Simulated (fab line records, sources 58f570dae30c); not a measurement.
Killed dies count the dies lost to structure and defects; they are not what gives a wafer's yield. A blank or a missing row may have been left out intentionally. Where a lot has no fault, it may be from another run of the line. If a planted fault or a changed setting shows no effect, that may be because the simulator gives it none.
Which of the tools did it?	flow berkeley_cmos170	Sampling: 15 lots, 45 wafers, 2 of 331 route steps

## WHAT THE GAUGES SHOWED, per wafer
UCB170_M2_OVL_MEAS_16.
lot	measured	on	M2_OVL (nm)
L678	day 8 20:14	overlay-01	-4 -4 1
L677	day 8 20:42	overlay-02	4 4 -1
L679	day 8 21:10	overlay-02	4 0 -4
L676	day 9 08:04	overlay-01	9 2 1
L680	day 9 08:13	overlay-01	9 2 -1
L681	day 9 08:19	overlay-02	5 4 5
L683	day 10 09:06	overlay-02	2 7 1
L686	day 10 09:25	overlay-01	7 14 12
L688	day 10 23:23	overlay-01	3 -2 0
L689	day 10 23:34	overlay-02	4 1 -3
L687	day 11 02:16	overlay-01	11 9 6
L693	day 11 03:22	overlay-01	-6 -2 4
L692	day 11 07:13	overlay-01	-1 -3 -4
L695	day 11 13:52	overlay-01	-1 6 -2
L696	day 12 01:02	overlay-02	7 12 10

UCB170_M2_CD_MEAS_90: target cd 700 nm.
lot	measured	on	cd_nm (nm)
L678	day 8 20:47	cd_sem-01	697 698 695
L677	day 8 21:10	cd_sem-01	700 699 697
L679	day 8 21:32	cd_sem-01	706 696 706
L676	day 9 08:26	cd_sem-01	705 708 694
L680	day 9 08:34	cd_sem-01	694 696 697
L681	day 9 08:41	cd_sem-01	698 699 696
L683	day 10 09:31	cd_sem-01	700 699 698
L686	day 10 09:50	cd_sem-02	691 692 694
L688	day 10 23:46	cd_sem-02	699 707 697
L689	day 10 23:56	cd_sem-02	699 699 698
L687	day 11 02:38	cd_sem-01	693 694 694
L693	day 11 03:44	cd_sem-01	709 697 697
L692	day 11 07:36	cd_sem-02	709 699 707
L695	day 11 14:14	cd_sem-02	693 694 694
L696	day 12 01:26	cd_sem-01	698 693 693

## TOOL THAT RAN EACH LOT (tool first, then ch and the chambers of the sampled wafers, then the start)
The record holds no process step before these readings.

## WHAT THE TOOLS THEMSELVES READ (means of the sampled wafers that have a number; where no wafer has one, the mark that the record gives instead)
The record holds no such reading with a usual standard deviation.

## THE ANSWER, worked out from the rows above alone
Rule: the usual values come from the lots themselves. Put in order of their means at a reading, lots are off if they are a third of the lots or fewer, leave a main group of 4 or more, and stand apart from it by a gap of 3 or more times the standard deviation of the main group's means; of several such gaps the widest counts. A main group is skipped when, at the precision printed for the reading in the tables above, its means are all equal. A lot without any number at a reading at which 4 lots or more have one is off too. Where the step has rows for the other lots, those lots are counted as sound. First the gauges in route order, then the tools' own readings, where a lot's mean is used as printed above. The first step at which some lot is off is used, and at that step the reading that is off furthest; a lot without a number counts as furthest.
None of the lots is off at any reading shown; this tells nothing.

## WHAT THE SIMULATOR HAD INSERTED
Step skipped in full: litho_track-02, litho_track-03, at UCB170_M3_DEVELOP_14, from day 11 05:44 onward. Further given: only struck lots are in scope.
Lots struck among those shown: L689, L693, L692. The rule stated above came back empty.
